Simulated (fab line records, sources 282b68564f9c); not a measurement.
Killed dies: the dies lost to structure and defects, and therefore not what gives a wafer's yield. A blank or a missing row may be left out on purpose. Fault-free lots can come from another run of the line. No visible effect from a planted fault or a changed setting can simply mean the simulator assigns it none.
fab line records ; flow ritCmos
record lots=5; wafers=15; lastDay=7
route steps=202 shown SPACER@126 NSD@131 PSD@142
lots that met no fault: taken from a fault-free run of the same line
startH: the number of hours between the record's first day and the start of the first shown wafer of the lot ; waitH: hours from the lot's prior step to this one ; " repeats the value in the row above ; L1.1+2: a single row standing in for several wafers ; - no value, or no start given ; * or withheld: withheld ; < > ~ a bound
route shown NAME@n: a module of which the file shows steps, and the number in the route of the first ; usual: mean and standard deviation over wafers with no fault ; same: alike in all rows ; chamber/n: place in a boat ; sites: each site's reading ; _std_site: the standard deviation of these ; _edge_site: the outer-site mean with the inner-site mean subtracted ; radiusMm: how far each site lies from the wafer's centre ; mask NAME#n: copy n ; behind: the last tool/chamber to shape the wafer ; hold: reason for holding the lot/hours on hold/outcome of the hold ; device: which transistor (n, p or np) failed to switch ; end of line: tests run on the same wafers once the route is complete ; for a step that has no rows: nothing shown but its recipe ; killed: at the first sort, the dies lost to defects and structure; wafer yield is something else ; map: dies across one wafer; x = killed, . = not, _ = none there
set.NAME: the setting as run; set.NAME@STEP: as run at that earlier step ; model.NAME: the simulator's own value behind a step, which no gauge read
lots seen at some steps along the route; tables by step, rows by wafer
services: a tool's chamber out of use, with start hour (startH, from the record's first day; less than 0 if before it), hours out, and reason
## steps
# step RIT_SPACER_CLEAN_01
# recipe chemistry=dHF; dilution=50:1; timeS=30
# same timeS=30
lot.wafer;tool;chamber;startH;waitH
L074.1+3+6;wetBench-03;1;42.66;0.0
L076.1+4+6;wetBench-03;3;54.49;0.0
L083.4+5+6;wetBench-02;1;90.39;0.0
L088.3+4+6;wetBench-01;1;119.90;0.0
L092.3+4+6;wetBench-03;1;145.32;0.0
# step RIT_SPACER_CLEAN_02
# recipe chemistry=SC2; mix=3:3:50; timeS=600; tempC=75; dry=n2Spin
# same timeS=600
lot.wafer;tool;chamber;startH;waitH
L074.1+3+6;wetBench-01;3;42.67;0.0
L076.1+4+6;wetBench-01;3;54.50;0.0
L083.4+5+6;wetBench-02;0;90.41;0.0
L088.3+4+6;wetBench-02;1;119.91;0.0
L092.3+4+6;wetBench-02;2;145.33;0.0
# step RIT_SPACER_CVD_03
# recipe material=Si3N4; targetThkNm=250; tempC=810; precursor=SiH2Cl2/NH3; timeS=3300; pressureMtorr=300; sih2cl2FlowSccm=60; nh3FlowSccm=150
# usual pressureMtorr=300.0/0.69; spikeTcCentreC=813.6/1.2
# same timeS=3300
lot.wafer;tool;chamber;startH;waitH;pressureMtorr;spikeTcCentreC
L074.1;lpcvd-01;1;42.87;0.0;301.8;813.0
L074.3;lpcvd-01;1;42.87;0.0;300.6;812.4
L074.6;lpcvd-01;1;42.87;0.0;300.2;814.5
L076.1;lpcvd-01;1;54.68;0.0;300.2;812.0
L076.4;lpcvd-01;1;54.68;0.0;299.9;812.5
L076.6;lpcvd-01;1;54.68;0.0;300.2;813.9
L083.4;lpcvd-02;0;90.58;0.0;300.2;815.1
L083.5;lpcvd-02;0;90.58;0.0;299.8;815.2
L083.6;lpcvd-02;0;90.58;0.0;298.5;815.6
L088.3;lpcvd-02;1;120.09;0.0;299.3;815.1
L088.4;lpcvd-02;1;120.09;0.0;300.3;816.4
L088.6;lpcvd-02;1;120.09;0.0;298.8;813.2
L092.3;lpcvd-01;1;145.51;0.0;300.0;813.9
L092.4;lpcvd-01;1;145.51;0.0;299.7;811.5
L092.6;lpcvd-01;1;145.51;0.0;299.6;812.5
# step RIT_SPACER_THK_MEAS_04
# recipe reads=Si3N4_of_SPACER_CVD_03
# usual SPACER_NITRIDE_THK=251.0/2.4
lot.wafer;tool;chamber;startH;waitH;SPACER_NITRIDE_THK[nm]
L074.1;filmMetro-02;-;44.78;0.0;249.8
L074.3;filmMetro-02;-;44.78;0.0;248.2
L074.6;filmMetro-02;-;44.78;0.0;250.3
L076.1;filmMetro-02;-;56.59;0.0;250.1
L076.4;filmMetro-02;-;56.59;0.0;252.5
L076.6;filmMetro-02;-;56.59;0.0;251.1
L083.4;filmMetro-03;-;92.53;0.0;246.7
L083.5;filmMetro-03;-;92.53;0.0;246.4
L083.6;filmMetro-03;-;92.53;0.0;247.7
L088.3;filmMetro-04;-;122.02;0.0;254.5
L088.4;filmMetro-04;-;122.02;0.0;250.7
L088.6;filmMetro-04;-;122.02;0.0;253.8
L092.3;filmMetro-04;-;147.45;0.0;248.0
L092.4;filmMetro-04;-;147.45;0.0;250.0
L092.6;filmMetro-04;-;147.45;0.0;250.3
# step RIT_SPACER_ETCHBACK_05
# recipe targetDepthA=2500; SF6_flow_sccm=30; CHF3_flow_sccm=30; target=Si3N4; chemistry=SF6/CHF3; pressureMtorr=40; rfW=250; timeS=240; stopOn=SiO2
# usual SF6_flow_sccm=30.00/0.089; drypumpMotorCurrentA=5.5/0.37; oesProductAu=0.842/0.012; throttleValvePct=10.26/0.16
# same timeS=240
lot.wafer;tool;chamber;startH;waitH;SF6_flow_sccm;drypumpMotorCurrentA;oesProductAu;rfHoursCounterH;throttleValvePct
L074.1;rieDiel-01;0;44.84;0.1;29.90;6.2;0.831;147;10.39
L074.3;rieDiel-01;3;44.84;0.1;29.87;6.1;0.830;119;10.22
L074.6;rieDiel-01;1;44.84;0.1;29.94;5.3;0.848;-;10.09
L076.1;rieDiel-04;0;56.65;0.1;29.93;5.5;0.850;13;10.55
L076.4;rieDiel-04;2;56.65;0.1;29.91;5.2;0.859;67;10.37
L076.6;rieDiel-04;1;56.65;0.1;30.03;5.8;0.857;-;10.50
L083.4;rieDiel-04;1;92.56;0.0;30.05;5.8;0.839;21;10.52
L083.5;rieDiel-04;0;92.56;0.0;30.02;5.5;0.835;-;10.54
L083.6;rieDiel-04;3;92.56;0.0;30.09;5.1;0.843;-;10.12
L088.3;rieDiel-02;1;122.06;0.0;29.83;4.9;0.861;74;10.21
L088.4;rieDiel-02;0;122.06;0.0;30.04;5.4;0.814;10;10.08
L088.6;rieDiel-02;0;122.06;0.0;30.00;5.4;0.818;-;10.09
L092.3;rieDiel-01;2;147.49;0.0;30.03;5.7;0.829;7;10.10
L092.4;rieDiel-01;0;147.49;0.0;30.00;6.2;0.827;149;10.39
L092.6;rieDiel-01;2;147.49;0.0;30.07;5.7;0.840;-;10.09
# step RIT_NSD_HMDS_00
# recipe primeTimeS=60; primeTempC=140
# usual resistLineTempC=23.02/0.11
lot.wafer;tool;chamber;startH;waitH;resistLineTempC
L074.1;lithoTrack-03;0;44.99;0.1;23.12
L074.3;lithoTrack-03;0;44.99;0.1;23.02
L074.6;lithoTrack-03;0;44.99;0.1;23.12
L076.1;lithoTrack-01;0;56.80;0.1;23.00
L076.4;lithoTrack-01;0;56.80;0.1;22.97
L076.6;lithoTrack-01;0;56.80;0.1;23.06
L083.4;lithoTrack-02;0;92.81;0.2;23.13
L083.5;lithoTrack-02;0;92.81;0.2;23.16
L083.6;lithoTrack-02;0;92.81;0.2;23.01
L088.3;lithoTrack-03;0;122.26;0.1;22.90
L088.4;lithoTrack-03;0;122.26;0.1;23.06
L088.6;lithoTrack-03;0;122.26;0.1;23.04
L092.3;lithoTrack-03;0;147.69;0.1;22.90
L092.4;lithoTrack-03;0;147.69;0.1;22.85
L092.6;lithoTrack-03;0;147.69;0.1;22.96
# step RIT_NSD_COAT_01
# recipe resist=NOVOLAK; spinRpm=3250; resistThkNm=1000
# usual resistLineTempC=23.03/0.099
lot.wafer;tool;chamber;startH;waitH;resistLineTempC
L074.1;lithoTrack-03;0;45.14;0.1;22.94
L074.3;lithoTrack-03;0;45.14;0.1;23.05
L074.6;lithoTrack-03;0;45.14;0.1;23.11
L076.1;lithoTrack-01;0;56.95;0.1;22.97
L076.4;lithoTrack-01;0;56.95;0.1;23.04
L076.6;lithoTrack-01;0;56.95;0.1;23.04
L083.4;lithoTrack-02;0;92.96;0.1;22.97
L083.5;lithoTrack-02;0;92.96;0.1;22.90
L083.6;lithoTrack-02;0;92.96;0.1;22.87
L088.3;lithoTrack-03;0;122.41;0.1;22.93
L088.4;lithoTrack-03;0;122.41;0.1;22.91
L088.6;lithoTrack-03;0;122.41;0.1;23.01
L092.3;lithoTrack-03;0;147.84;0.1;23.11
L092.4;lithoTrack-03;0;147.84;0.1;23.00
L092.6;lithoTrack-03;0;147.84;0.1;23.01
# step RIT_NSD_SOFTBAKE_02
# recipe resist=NOVOLAK; tempC=90; timeS=60
# usual heaterPowerTotalW=34.57/0.056; resistLineTempC=22.98/0.11
# same timeS=60
lot.wafer;tool;chamber;startH;waitH;heaterPowerTotalW;resistLineTempC
L074.1;lithoTrack-03;0;45.29;0.1;34.54;22.93
L074.3;lithoTrack-03;0;45.29;0.1;34.49;22.87
L074.6;lithoTrack-03;0;45.29;0.1;34.65;22.83
L076.1;lithoTrack-01;0;57.10;0.1;34.64;23.09
L076.4;lithoTrack-01;0;57.10;0.1;34.37;23.14
L076.6;lithoTrack-01;0;57.10;0.1;34.59;23.16
L083.4;lithoTrack-02;0;93.11;0.1;34.62;22.68
L083.5;lithoTrack-02;0;93.11;0.1;34.53;22.79
L083.6;lithoTrack-02;0;93.11;0.1;34.54;22.85
L088.3;lithoTrack-03;0;122.56;0.1;34.59;22.94
L088.4;lithoTrack-03;0;122.56;0.1;34.55;23.00
L088.6;lithoTrack-03;0;122.56;0.1;34.48;22.77
L092.3;lithoTrack-03;0;147.99;0.1;34.64;23.02
L092.4;lithoTrack-03;0;147.99;0.1;34.59;22.98
L092.6;lithoTrack-03;0;147.99;0.1;34.50;22.91
# step RIT_NSD_EXPOSE_03
# recipe maskId=M9; na=0.57; targetCdNm=40700; doseMj=250
lot.wafer;tool;chamber;startH;waitH;mask
L074.1+3+6;ilineStepper-01;0;45.57;0.2;M9#0
L076.1+4+6;ilineStepper-02;0;57.38;0.2;M9#0
L083.4+5+6;ilineStepper-02;0;93.24;0.1;M9#0
L088.3+4+6;ilineStepper-02;0;122.70;0.1;M9#0
L092.3+4+6;ilineStepper-01;0;148.25;0.2;M9#0
# step RIT_NSD_PEB_04
# recipe resist=NOVOLAK; tempC=withheld; timeS=withheld
# usual resistLineTempC=*
lot.wafer;tool;chamber;startH;waitH;resistLineTempC
L074.1;lithoTrack-01;0;45.68;0.1;*
L074.3;lithoTrack-01;0;45.68;0.1;*
L074.6;lithoTrack-01;0;45.68;0.1;*
L076.1;lithoTrack-03;0;57.50;0.1;*
L076.4;lithoTrack-03;0;57.50;0.1;*
L076.6;lithoTrack-03;0;57.50;0.1;*
L083.4;lithoTrack-03;0;93.45;0.2;*
L083.5;lithoTrack-03;0;93.45;0.2;*
L083.6;lithoTrack-03;0;93.45;0.2;*
L088.3;lithoTrack-03;0;122.83;0.1;*
L088.4;lithoTrack-03;0;122.83;0.1;*
L088.6;lithoTrack-03;0;122.83;0.1;*
L092.3;lithoTrack-02;0;148.38;0.1;*
L092.4;lithoTrack-02;0;148.38;0.1;*
L092.6;lithoTrack-02;0;148.38;0.1;*
# step RIT_NSD_DEVELOP_05
# recipe resist=NOVOLAK; developTimeS=50; devTempC=23
# usual resistLineTempC=23.02/0.11
lot.wafer;tool;chamber;startH;waitH;resistLineTempC
L074.1;lithoTrack-01;0;-;-;22.98
L074.3;lithoTrack-01;0;-;-;22.88
L074.6;lithoTrack-01;0;-;-;22.99
L076.1;lithoTrack-03;0;-;-;23.06
L076.4;lithoTrack-03;0;-;-;23.11
L076.6;lithoTrack-03;0;-;-;23.12
L083.4;lithoTrack-03;0;-;-;22.87
L083.5;lithoTrack-03;0;-;-;22.85
L083.6;lithoTrack-03;0;-;-;22.84
L088.3;lithoTrack-03;0;-;-;23.06
L088.4;lithoTrack-03;0;-;-;23.07
L088.6;lithoTrack-03;0;-;-;23.05
L092.3;lithoTrack-02;0;-;-;23.06
L092.4;lithoTrack-02;0;-;-;23.07
L092.6;lithoTrack-02;0;-;-;23.17
# step RIT_NSD_OVL_MEAS_06
# usual NSD_OVL=0.0/1.3
lot.wafer;tool;chamber;startH;waitH;NSD_OVL[nm]
L074.1;overlay-02;-;45.97;-;0.1
L074.3;overlay-02;-;45.97;-;0.7
L074.6;overlay-02;-;45.97;-;-0.3
L076.1;overlay-01;-;57.78;-;2.1
L076.4;overlay-01;-;57.78;-;0.4
L076.6;overlay-01;-;57.78;-;0.4
L083.4;overlay-02;-;93.68;-;-1.4
L083.5;overlay-02;-;93.68;-;0.9
L083.6;overlay-02;-;93.68;-;-1.2
L088.3;overlay-02;-;123.08;-;1.4
L088.4;overlay-02;-;123.08;-;1.5
L088.6;overlay-02;-;123.08;-;1.1
L092.3;overlay-02;-;148.62;-;0.0
L092.4;overlay-02;-;148.62;-;-1.6
L092.6;overlay-02;-;148.62;-;-2.4
# step RIT_NSD_HARDBAKE_07
# recipe resist=NOVOLAK; tempC=140; timeS=60
# usual heaterPowerTotalW=62.54/0.049; resistLineTempC=23.00/0.099
# same timeS=60
lot.wafer;tool;chamber;startH;waitH;heaterPowerTotalW;resistLineTempC
L074.1;lithoTrack-03;0;46.00;0.0;62.59;23.04
L074.3;lithoTrack-03;0;46.00;0.0;62.61;23.13
L074.6;lithoTrack-03;0;46.00;0.0;62.48;23.15
L076.1;lithoTrack-02;0;57.82;0.0;62.49;23.01
L076.4;lithoTrack-02;0;57.82;0.0;62.59;23.03
L076.6;lithoTrack-02;0;57.82;0.0;62.53;23.11
L083.4;lithoTrack-01;0;93.77;0.1;62.58;22.95
L083.5;lithoTrack-01;0;93.77;0.1;62.47;22.99
L083.6;lithoTrack-01;0;93.77;0.1;62.55;22.87
L088.3;lithoTrack-02;0;123.15;0.1;62.57;22.89
L088.4;lithoTrack-02;0;123.15;0.1;62.52;22.98
L088.6;lithoTrack-02;0;123.15;0.1;62.54;23.09
L092.3;lithoTrack-02;0;148.70;0.1;62.53;22.93
L092.4;lithoTrack-02;0;148.70;0.1;62.59;22.89
L092.6;lithoTrack-02;0;148.70;0.1;62.46;22.94
# step RIT_NSD_IMPLANT_08
# recipe species=P; energyKev=25; doseCm2=1e+15; tiltDeg=7
# usual endStationPressureTorr=7.6e-06/4.1e-07; tiltDeg=6.999/0.02
# same implantIonAmu=31
lot.wafer;tool;chamber;startH;waitH;endStationPressureTorr;tiltDeg
L074.1;implanter-01;0;46.15;0.1;7.1e-06;7.000
L074.3;implanter-01;0;46.15;0.1;6.9e-06;7.003
L074.6;implanter-01;0;46.15;0.1;7.1e-06;6.960
L076.1;implanter-02;0;57.97;0.1;7.7e-06;7.007
L076.4;implanter-02;0;57.97;0.1;8e-06;6.995
L076.6;implanter-02;0;57.97;0.1;7.6e-06;6.980
L083.4;implanter-02;0;93.92;0.1;8e-06;6.979
L083.5;implanter-02;0;93.92;0.1;7.4e-06;6.986
L083.6;implanter-02;0;93.92;0.1;6.9e-06;6.978
L088.3;implanter-01;0;123.30;0.1;7.4e-06;6.977
L088.4;implanter-01;0;123.30;0.1;7.5e-06;6.979
L088.6;implanter-01;0;123.30;0.1;7.6e-06;7.005
L092.3;implanter-01;0;148.85;0.1;7.9e-06;7.016
L092.4;implanter-01;0;148.85;0.1;7e-06;6.991
L092.6;implanter-01;0;148.85;0.1;7.7e-06;6.988
# step RIT_NSD_STRIP_09
# recipe chemistry=O2; timeS=180; resist=NOVOLAK; platenTempC=withheld; powerW=500; pressureMtorr=4000; o2FlowSccm=4000
# usual drypumpMotorCurrentA=5.4/0.43; rfReflPowerW=7.6/1.4
# same timeS=180
lot.wafer;tool;chamber;startH;waitH;drypumpMotorCurrentA;rfHoursCounterH;rfReflPowerW
L074.1;plasmaAsher-02;1;46.30;0.1;5.1;41;7.4
L074.3;plasmaAsher-02;0;46.30;0.1;5.5;-;8.6
L074.6;plasmaAsher-02;1;46.30;0.1;5.1;-;7.1
L076.1;plasmaAsher-04;1;58.12;0.1;4.9;42;8.4
L076.4;plasmaAsher-04;1;58.12;0.1;4.9;-;8.5
L076.6;plasmaAsher-04;0;58.12;0.1;5.1;-;7.7
L083.4;plasmaAsher-04;0;94.06;0.1;5.1;-;7.6
L083.5;plasmaAsher-04;1;94.06;0.1;4.9;-;8.0
L083.6;plasmaAsher-04;0;94.06;0.1;5.1;-;7.6
L088.3;plasmaAsher-02;0;123.46;0.1;5.5;-;8.5
L088.4;plasmaAsher-02;1;123.46;0.1;5.1;-;7.6
L088.6;plasmaAsher-02;0;123.46;0.1;5.5;-;8.4
L092.3;plasmaAsher-03;0;149.00;0.1;6.2;-;4.2
L092.4;plasmaAsher-03;1;149.00;0.1;5.8;-;8.3
L092.6;plasmaAsher-03;0;149.00;0.1;6.2;-;4.8
# step RIT_NSD_TW_MEAS_10
# usual NSD_TW=3172/21
lot.wafer;tool;chamber;startH;waitH;NSD_TW
L074.1;filmMetro-04;-;46.48;0.1;3136
L074.3;filmMetro-04;-;46.48;0.1;3163
L074.6;filmMetro-04;-;46.48;0.1;3167
L076.1;filmMetro-01;-;58.29;0.1;3189
L076.4;filmMetro-01;-;58.29;0.1;3185
L076.6;filmMetro-01;-;58.29;0.1;3169
L083.4;filmMetro-01;-;94.20;0.1;3179
L083.5;filmMetro-01;-;94.20;0.1;3177
L083.6;filmMetro-01;-;94.20;0.1;3167
L088.3;filmMetro-01;-;123.60;0.1;3185
L088.4;filmMetro-01;-;123.60;0.1;3172
L088.6;filmMetro-01;-;123.60;0.1;3185
L092.3;filmMetro-04;-;149.14;0.1;3142
L092.4;filmMetro-04;-;149.14;0.1;3147
L092.6;filmMetro-04;-;149.14;0.1;3147
# step RIT_PSD_HMDS_00
# recipe primeTimeS=60; primeTempC=140
# usual resistLineTempC=23.01/0.1
lot.wafer;tool;chamber;startH;waitH;resistLineTempC
L074.1;lithoTrack-01;0;46.54;0.1;22.88
L074.3;lithoTrack-01;0;46.54;0.1;23.01
L074.6;lithoTrack-01;0;46.54;0.1;22.96
L076.1;lithoTrack-03;0;58.35;0.1;23.07
L076.4;lithoTrack-03;0;58.35;0.1;23.03
L076.6;lithoTrack-03;0;58.35;0.1;22.84
L083.4;lithoTrack-03;0;94.31;0.1;23.00
L083.5;lithoTrack-03;0;94.31;0.1;23.19
L083.6;lithoTrack-03;0;94.31;0.1;23.10
L088.3;lithoTrack-01;0;123.69;0.1;23.04
L088.4;lithoTrack-01;0;123.69;0.1;22.96
L088.6;lithoTrack-01;0;123.69;0.1;22.96
L092.3;lithoTrack-01;0;149.23;0.1;23.00
L092.4;lithoTrack-01;0;149.23;0.1;22.99
L092.6;lithoTrack-01;0;149.23;0.1;23.02
## services
tool;chamber;startH;hours;kind
rieDiel-02;1;21.34;2.6;repair
ilineStepper-02;-;27.27;4.4;pm
implanter-02;-;42.60;3.7;pm
ilineStepper-01;0;43.46;-;calibration
rieDiel-01;-;51.72;2.2;repair
implanter-01;-;57.60;2.9;pm
rieDiel-04;-;81.79;0.2;repair
implanter-02;-;88.90;1.5;repair
implanter-01;-;104.26;1.2;repair
rieDiel-02;3;105.79;8.8;repair
plasmaAsher-02;-;119.68;1.4;repair
wetBench-01;-;123.79;3.6;repair
implanter-02;-;123.82;2.2;repair
ilineStepper-01;-;135.48;1.7;pm
ilineStepper-02;-;144.76;1.7;pm
## key
fault none
